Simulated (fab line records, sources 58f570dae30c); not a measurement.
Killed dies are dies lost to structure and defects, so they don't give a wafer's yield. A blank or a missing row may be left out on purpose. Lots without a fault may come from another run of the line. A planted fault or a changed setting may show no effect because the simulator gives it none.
A struck lot beside a sound one | flow berkeley_cmos170 | 16 steps out of a route of 331
Sound: wafers L696.2, L696.3, L696.6. Struck: wafers L703.2, L703.3, L703.5. The cause comes at the end.
At each step with rows: each side's tool, then ch and its chambers, then its first start. Under that, the readings that differ: sound wafers | struck wafers | difference of the means | sigmas: that difference in standard deviations of wafers without a fault.
alike: readings whose means differ by less than 2 such deviations, and words and numbers that are the same on both sides. not compared: withheld readings, readings that some wafer has no value for, bounds like >300 that may hide the same value, and numbers for which the record gives no deviation and whose values overlap.
The two part at a step that has a row with sigmas, a row that says differs or no value, or rows on one side only. Numbers that don't overlap but have no deviation are shown without sigmas and don't part them. A reading that every wafer of one side lacks parts them only if that side has two wafers or more.

first, 1 step without rows for these wafers: UCB170_START_OXIDATION_02 (target thk 20 nm, ox time 1800 s).
UCB170_START_THK_MEAS_03:
  sound on film_metro-04, day 2 05:59; struck on film_metro-02, day 3 14:04
  alike: START_OXIDE_THK
then, 7 steps without rows for these wafers: UCB170_START_ANNEAL_04 (time 1200 s); UCB170_ZERO_HMDS_00 (prime time 60 s); UCB170_ZERO_COAT_01 (resist thk 900 nm); UCB170_ZERO_SOFTBAKE_02 (time 60 s); UCB170_ZERO_EXPOSE_03 (exposes mask PM MARKS, target cd 4000 nm); UCB170_ZERO_PEB_04; UCB170_ZERO_DEVELOP_05 (develop time 45 s).
UCB170_ZERO_ETCH_06: etches SiO2 in CHF3/CF4/Ar, time 12 s.
  sound on rie_diel-02 ch 1,2, day 2 09:23; struck on rie_diel-02 ch 1,2,3, day 3 20:31
  alike: drypump_motor_current_A, oes_product_au, throttle_valve_pct
  not compared: rf_hours_counter_h
UCB170_ZERO_STRIP_07: strips in O2.
  sound on plasma_asher-03 ch 0,1, day 2 09:25; struck on plasma_asher-04 ch 0,1, day 3 20:32
  alike: drypump_motor_current_A, oes_product_au, strip_time_to_endpoint_s
  not compared: rf_hours_counter_h
then, 1 step without rows for these wafers: UCB170_NWELL_WET_ETCH_00 (etches SiO2 in dHF, time 200 s).
UCB170_NWELL_OXIDATION_01: target thk 26.4 nm, ox time 1260 s.
  sound on furnace-01 ch 0, day 2 09:52; struck on furnace-01 ch 0, day 4 04:24
  alike: ox_temp_c, tube_center_temp_C_max, zone_power_centre_pct, zone_power_source_pct
UCB170_NWELL_THK_MEAS_02:
  sound on film_metro-02, day 2 11:13; struck on film_metro-02, day 4 05:46
  reading              | sound          | struck         | difference | sigmas
  NWELL_OXIDE_THK (nm) | 27.1 27.4 27.3 | 39.9 39.6 39.2 | +12.3      | +26
then, 1 step without rows for these wafers: UCB170_NWELL_ANNEAL_03 (time 900 s).
UCB170_M3_PROBE_99:
  the record has rows for the sound wafers here (prober-02, day 8 16:33) and none for the struck ones

WHERE THEY PART
First at UCB170_NWELL_THK_MEAS_02; last, within this record, at UCB170_M3_PROBE_99.

WHY: what the simulator had put in
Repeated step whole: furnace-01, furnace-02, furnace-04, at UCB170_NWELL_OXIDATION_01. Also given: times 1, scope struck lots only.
